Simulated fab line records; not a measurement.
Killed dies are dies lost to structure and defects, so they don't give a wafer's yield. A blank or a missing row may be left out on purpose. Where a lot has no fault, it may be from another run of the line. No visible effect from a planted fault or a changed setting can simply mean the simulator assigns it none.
Struck lot and sound lot, side by side :: flow berkeley_cmos170 :: 20 steps out of a route of 331
Sound: wafers L124.2, L124.4, L124.5. Wafers struck: L133.1, L133.4, L133.5. The cause is named last.
At each step with rows: each side's tool, then ch and its chambers, then its first start. Under that, the readings that differ: sound wafers :: struck wafers :: difference of the means :: sigmas: that difference in standard deviations of wafers without a fault.
alike: readings whose means differ by less than 2 such deviations, and words and numbers that are the same on both sides. not compared: withheld readings, readings that some wafer has no value for, bounds like >300 that may hide the same value, and numbers for which the record gives no deviation and whose values overlap.
A row with sigmas, a row that says differs or no value, or rows on one side alone: a step with any of these is where the two part. Numbers that don't overlap but have no deviation are shown without sigmas and don't part them. Lack of a reading on every wafer of one side parts them only where that side has two or more wafers.

UCB170_M1_STRIP_13: strips in O2.
  sound on plasma_asher-02 ch 0,1, day 6 19:36; struck on plasma_asher-02 ch 0,1, day 9 01:32
  alike: drypump_motor_current_A, o2_flow_sccm, oes_product_au
  not compared: rf_hours_counter_h
UCB170_M1_CD_MEAS_90: the cd target is 700 nm.
  sound on cd_sem-01 at day 6 19:43; struck on cd_sem-02 at day 9 01:44
reading: cd_nm (nm)
sound: 703.6 703.4 702.7
struck: 699.0 697.2 701.0
difference: -4.2
sigmas: -2
then, 1 step without rows for these wafers: UCB170_M1_ANNEAL_14 (time 1200 s).
UCB170_V1_CVD_00: deposits SiO2 from TEOS/O2, target thk 2000 nm, time 250 s.
  sound on pecvd-04 ch 0,1, day 6 21:57; struck on pecvd-02 ch 0,1,2, day 9 04:07
reading: heater_power_w (W)
sound: 276 336 309
struck: 192 161 255
difference: -104
sigmas: -2
UCB170_V1_THK_MEAS_01:
  sound on film_metro-01 at day 6 22:07; struck on film_metro-04 at day 9 04:16
  alike: V1_TEOS_THK
UCB170_V1_CMP_02: polishes SiO2.
  sound on cmp-02 ch 2,3, day 6 22:22; struck on cmp-02 ch 0,1,3, day 9 04:31
  alike: motor_current_A
UCB170_V1_BOW_MEAS_03:
  sound on film_metro-01 at day 6 22:38; struck on film_metro-01 at day 9 04:46
  alike: V1_BOW
UCB170_V1_THK_MEAS_04:
  sound on film_metro-01 at day 6 22:44; struck on film_metro-01 at day 9 04:53
  alike: V1_POLISHED_THK
then, 4 steps without rows for these wafers: UCB170_V1_CLEAN_05 (cleans in DIW); UCB170_V1_HMDS_06 (prime time 60 s); UCB170_V1_COAT_07 (resist thk 900 nm); UCB170_V1_SOFTBAKE_08 (time 60 s).
UCB170_V1_EXPOSE_09: exposes mask VIA1, target cd 700 nm.
  sound on krf_scanner-02 ch 0, day 7 01:22; struck on krf_scanner-01 ch 0, day 9 05:46
reading: exposure_dose_mJ_cm2
sound: 37.03 37.00 37.00
struck: 33.12 33.10 33.12
difference: -3.90
sigmas: -99 or more
  alike: mask, focus_offset_nm
then, 2 steps without rows for these wafers: UCB170_V1_PEB_10; UCB170_V1_DEVELOP_11 (develop time 45 s).
UCB170_V1_CD_MEAS_12: the cd target is 700 nm.
  sound on cd_sem-02 at day 7 02:34; struck on cd_sem-02 at day 9 06:51
reading: cd_nm (nm)
sound: 699.8 700.2 699.3
struck: 682.1 681.5 681.7
difference: -18.0
sigmas: -13
UCB170_V1_OVL_MEAS_13:
  sound on overlay-02 at day 7 02:40; struck on overlay-02 at day 9 06:58
  alike: V1_OVL
UCB170_V1_ETCH_14: etches SiO2 in CHF3/CF4/Ar, stops on Al, target depth 1250 nm, time 291 s.
  sound on rie_diel-02 ch 0,1,3, day 7 02:41; struck on rie_diel-02 ch 0,1,2, day 9 07:00
reading: model.V1.cd_nm (nm)
sound: 699.6 701.1 699.8
struck: 682.6 681.9 681.5
difference: -18.2
sigmas: 
  alike: drypump_motor_current_A, oes_product_au, throttle_valve_pct
  not compared: rf_hours_counter_h
UCB170_V1_STRIP_15: strips in O2.
  sound on plasma_asher-03 ch 0,1, day 7 02:52; struck on plasma_asher-03 ch 0, day 9 07:11
  alike: drypump_motor_current_A, o2_flow_sccm, oes_product_au, strip_time_to_endpoint_s
  not compared: rf_hours_counter_h
following that, these wafers have no rows for 1 step: UCB170_M3_PROBE_99.

## WHERE THEY PART
Earliest at UCB170_M1_CD_MEAS_90; latest, in this record, at UCB170_V1_CD_MEAS_12. Later steps at which nothing parts them and some readings are alike: UCB170_V1_OVL_MEAS_13, UCB170_V1_ETCH_14, UCB170_V1_STRIP_15.

WHY: what the simulator had put in
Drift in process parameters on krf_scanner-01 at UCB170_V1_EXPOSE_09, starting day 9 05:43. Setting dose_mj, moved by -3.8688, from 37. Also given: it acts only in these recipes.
